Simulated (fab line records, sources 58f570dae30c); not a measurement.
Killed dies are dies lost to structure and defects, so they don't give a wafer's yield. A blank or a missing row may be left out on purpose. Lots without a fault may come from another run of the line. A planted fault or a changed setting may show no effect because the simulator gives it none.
Which tool did it? | flow berkeley_cmos170 | 14 lots, 42 wafers sampled, at 3 steps of a route of 331

WHAT THE GAUGES READ, wafer by wafer
UCB170_NSD_CD_MEAS_06: target cd 1200 nm.
lot  | measured     | on        | cd_nm (nm)
L574 | day 7 12:31  | cd_sem-02 | 1200.1 1199.5 1199.9
L577 | day 8 12:02  | cd_sem-01 | 1200.2 1201.1 1201.3
L576 | day 8 11:20  | cd_sem-02 | 1201.1 1198.9 1200.7
L575 | day 8 10:32  | cd_sem-02 | 1200.5 1200.9 1199.5
L578 | day 8 10:56  | cd_sem-01 | 1197.4 1199.9 1198.3
L580 | day 8 14:35  | cd_sem-02 | 1202.0 1200.6 1200.7
L581 | day 9 13:32  | cd_sem-01 | 1199.4 1198.6 1198.5
L582 | day 9 13:26  | cd_sem-02 | 1197.1 1197.8 1197.4
L587 | day 10 00:49 | cd_sem-01 | 1199.9 1199.6 1198.5
L585 | day 10 00:32 | cd_sem-02 | 1198.0 1198.5 1197.4
L584 | day 10 00:17 | cd_sem-01 | 1202.1 1202.9 1202.2
L591 | day 11 05:04 | cd_sem-02 | 1200.3 1199.2 1200.3
L592 | day 11 04:55 | cd_sem-02 | 1198.7 1199.8 1198.5
L594 | day 11 17:06 | cd_sem-02 | 1199.0 1199.6 1200.0

UCB170_NSD_OVL_MEAS_07.
lot  | measured     | on         | NSD_OVL (nm)
L574 | day 7 12:38  | overlay-02 | 7 6 6
L577 | day 8 12:10  | overlay-02 | 2 -4 -2
L576 | day 8 11:26  | overlay-01 | -3 -9 -4
L575 | day 8 10:39  | overlay-02 | -21 -12 -11
L578 | day 8 11:03  | overlay-01 | -3 6 -3
L580 | day 8 14:40  | overlay-02 | -5 -1 -5
L581 | day 9 13:39  | overlay-02 | 3 8 9
L582 | day 9 13:34  | overlay-01 | -5 -5 6
L587 | day 10 00:55 | overlay-01 | -7 -11 2
L585 | day 10 00:39 | overlay-02 | 3 -1 -3
L584 | day 10 00:24 | overlay-01 | -5 1 -10
L591 | day 11 05:11 | overlay-02 | -4 0 2
L592 | day 11 05:00 | overlay-02 | -4 -9 -7
L594 | day 11 17:13 | overlay-01 | -17 -8 -13

WHICH TOOL RAN EACH LOT (tool, then ch and the chambers of the sampled wafers, then the start)
lot  | UCB170_PWELL_SOFTBAKE_09
L574 | litho_track-03 ch 0, day 3 11:51
L577 | litho_track-04 ch 0, day 4 00:19
L576 | litho_track-02 ch 0, day 4 00:20
L575 | litho_track-03 ch 0, day 4 00:41
L578 | litho_track-02 ch 0, day 4 00:46
L580 | litho_track-04 ch 0, day 4 14:26
L581 | litho_track-03 ch 0, day 5 02:56
L582 | litho_track-04 ch 0, day 5 03:19
L587 | litho_track-03 ch 0, day 5 19:35
L585 | litho_track-02 ch 0, day 5 19:57
L584 | litho_track-03 ch 0, day 5 20:01
L591 | litho_track-03 ch 0, day 7 01:19
L592 | litho_track-02 ch 0, day 7 01:26
L594 | litho_track-04 ch 0, day 7 15:02
- UCB170_PWELL_SOFTBAKE_09: time 60 s.

WHAT THE TOOLS THEMSELVES READ (means of the sampled wafers that have a number; where no wafer has one, the mark that the record gives instead)
UCB170_PWELL_SOFTBAKE_09.
lot  | tool           | chill_plate_temp_C (C) | heater_power_total_W (W) | run_length_s (s)
L574 | litho_track-03 | 23.00                  | 56.83                    | 88.76
L577 | litho_track-04 | 23.14                  | 56.80                    | 89.11
L576 | litho_track-02 | 22.99                  | 56.81                    | 89.23
L575 | litho_track-03 | 23.02                  | 56.84                    | 88.88
L578 | litho_track-02 | 23.02                  | 56.80                    | 89.19
L580 | litho_track-04 | 22.98                  | 56.76                    | 89.03
L581 | litho_track-03 | 22.97                  | 56.87                    | 88.85
L582 | litho_track-04 | 23.09                  | 56.83                    | 89.00
L587 | litho_track-03 | 23.00                  | 56.82                    | 88.81
L585 | litho_track-02 | 22.93                  | 56.79                    | 89.34
L584 | litho_track-03 | 22.91                  | 60.51                    | 76.62
L591 | litho_track-03 | 23.07                  | 60.48                    | 76.66
L592 | litho_track-02 | 23.03                  | 56.85                    | 89.09
L594 | litho_track-04 | 23.16                  | 56.77                    | 88.92

THE ANSWER, worked out from the rows above alone
Rule: what is usual is taken from the lots themselves. Put in order of their means at a reading, lots are off if they are a third of the lots or fewer, leave a main group of 4 or more, and stand apart from it by a gap of 3 or more times the standard deviation of the main group's means; of several such gaps the widest counts. A main group whose means are all the same, to the digits that the tables above print for the reading, isn't used. A lot without any number at a reading at which 4 lots or more have one is off too. The other lots that the step has rows for count as sound. The gauges are gone through in route order, then the tools' own readings, and for those a lot's mean is taken as printed above. The first step at which some lot is off is used, and at that step the reading that is off furthest; a lot without a number counts as furthest.
Off: L584, L591, at UCB170_PWELL_SOFTBAKE_09 (heater_power_total_W). The main group: mean 56.81 W, standard deviation 0.031.
A tool fits if, at that step or a process step before it, it ran every lot that is off, and no sound lot after the first of them. One fits: litho_track-03 at UCB170_PWELL_SOFTBAKE_09. Its last sound lot is L587 (day 5 19:35), its first lot that is off L584 (day 5 20:01): a fault that began between those two fits.
The tool's own readings at UCB170_PWELL_SOFTBAKE_09 bear it out: on the lots that are off they differ by more than 5 times the standard deviation of the sound lots' means. heater_power_total_W reads 60.49 W there against 56.81 W on the sound lots; run_length_s reads 76.64 s there against 89.02 s on the sound lots.

WHAT THE SIMULATOR HAD PUT IN
Process parameter drift: litho_track-03, from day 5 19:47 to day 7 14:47, at UCB170_PWELL_SOFTBAKE_09. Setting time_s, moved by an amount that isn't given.
Lots struck among those shown: L584, L591. The rule above found the same.
